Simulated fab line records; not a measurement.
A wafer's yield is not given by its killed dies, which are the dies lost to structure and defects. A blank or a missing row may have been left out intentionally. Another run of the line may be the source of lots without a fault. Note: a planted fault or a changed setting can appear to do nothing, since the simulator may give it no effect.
Struck lot and sound lot, side by side / flow rit_cmos / 15 steps out of a route of 202
Sound: these wafers, L506.1, L506.3, L506.4. Struck: wafer L513.2. The cause is given at the end.
Per side, at each step with rows, come the tool, then ch with its chambers, and then its first start. Under that, the readings that differ: sound wafers / struck wafers / difference of the means / sigmas: that difference in standard deviations of wafers without a fault.
alike: readings whose means differ by less than 2 such deviations, and words and numbers that are the same on both sides. not compared: withheld readings, readings that some wafer has no value for, bounds like >300 that may hide the same value, and numbers for which the record gives no deviation and whose values overlap.
The two part at a step that has a row with sigmas, a row that says differs or no value, or rows on one side only. Numbers that have no deviation but don't overlap get no sigmas and don't part them. A reading that every wafer of one side lacks parts them only if that side has two wafers or more.

RIT_SILICIDE_RTA_06: time 10 s, ramp up 5 s, ramp down 10 s.
  sound on rtp_anneal-02 ch 0, day 3 16:59; struck on rtp_anneal-01 ch 0, day 5 02:28
reading=wafer_temp_C_max; sound=754.8 755.1 755.8; struck=752.2; difference=-3.0; sigmas=-2
  alike: anneal_temp_c_max
RIT_CONTACT_CVD_00: deposits SiO2 from TEOS, target thk 400 nm, time 61 s.
  sound on pecvd-01 ch 0,1,2, day 3 17:03; struck on pecvd-02 ch 1, day 5 02:31
  alike: heater_power_w
RIT_CONTACT_THK_MEAS_01:
  sound on film_metro-01, day 3 17:06; struck on film_metro-03, day 5 02:34
  alike: CONTACT_TEOS_THK
then, 6 steps without rows for these wafers: RIT_CONTACT_HMDS_02 (prime time 60 s); RIT_CONTACT_COAT_03 (resist thk 1000 nm); RIT_CONTACT_SOFTBAKE_04 (time 60 s); RIT_CONTACT_EXPOSE_05 (exposes mask M11, target cd 1000 nm); RIT_CONTACT_PEB_06; RIT_CONTACT_DEVELOP_07 (develop time 120 s).
RIT_CONTACT_CD_MEAS_08 targets a cd of 1000 nm.
  sound on cd_sem-02, day 3 18:15; struck on cd_sem-02, day 5 03:37
  alike: cd_nm
RIT_CONTACT_OVL_MEAS_09:
  sound on overlay-01, day 3 18:22; struck on overlay-01, day 5 03:43
  alike: CONTACT_OVL
then, 1 step without rows for these wafers: RIT_CONTACT_HARDBAKE_10 (time 60 s).
RIT_CONTACT_ETCH_11: etches SiO2 in CHF3/CF4/Ar, stops on TiSi2, target depth 480 nm, time 320 s.
  sound on rie_diel-01 ch 0,1,3, day 3 18:34; struck on rie_diel-01 ch 3, day 5 03:53
reading=run_length_s (s); sound=347.7 348.7 348.9; struck=406.3; difference=+57.9; sigmas=+99 or more
reading=model.NOVOLAK_of_CONTACT_COAT_03.thk_nm (nm); sound=766.3 768 763.4; struck=749.2; difference=-16.7; sigmas=
  alike: drypump_motor_current_A, oes_product_au, throttle_valve_pct
  not compared: rf_hours_counter_h
RIT_CONTACT_STRIP_12: strips in O2, time 180 s.
  sound on plasma_asher-03 ch 0,1, day 3 18:46; struck on plasma_asher-03 ch 0, day 5 04:05
  alike: drypump_motor_current_A, rf_refl_power_W
  not compared: rf_hours_counter_h
RIT_M1_PROBE_99:
  sound on prober-02, day 3 23:43; struck on prober-01, day 5 08:48
reading=model.etest.nmos_0p15.junction_log10_a_um; sound=-13.47 -13.67 -13.66; struck=-12.99; difference=+0.61; sigmas=
reading=model.etest.nmos_narrow.off_log10_a_um; sound=-13.26 -13.13 -13.37; struck=-12.8; difference=+0.5; sigmas=
reading=model.etest.nmos_0p3.off_log10_a_um; sound=-13.04 -13.07 -13.21; struck=-12.76; difference=+0.35; sigmas=
reading=model.etest.gate_end_array.leak_log10_a_um; sound=-12.87 -12.88 -13.12; struck=-12.46; difference=+0.50; sigmas=
reading=model.etest.antenna_contact.vt_shift_v (V); sound=-0.01314 -0.01281 -0.009998; struck=-0.02105; difference=-0.00907; sigmas=
  alike: killed_at_contacts, killed_at_front_end, killed_dies, killed_open, killed_short

WHERE THEY PART
First at RIT_SILICIDE_RTA_06; last, within this record, at RIT_CONTACT_ETCH_11. Later steps at which nothing parts them and some readings are alike: RIT_CONTACT_STRIP_12, RIT_M1_PROBE_99.

WHY: the cause the simulator had injected
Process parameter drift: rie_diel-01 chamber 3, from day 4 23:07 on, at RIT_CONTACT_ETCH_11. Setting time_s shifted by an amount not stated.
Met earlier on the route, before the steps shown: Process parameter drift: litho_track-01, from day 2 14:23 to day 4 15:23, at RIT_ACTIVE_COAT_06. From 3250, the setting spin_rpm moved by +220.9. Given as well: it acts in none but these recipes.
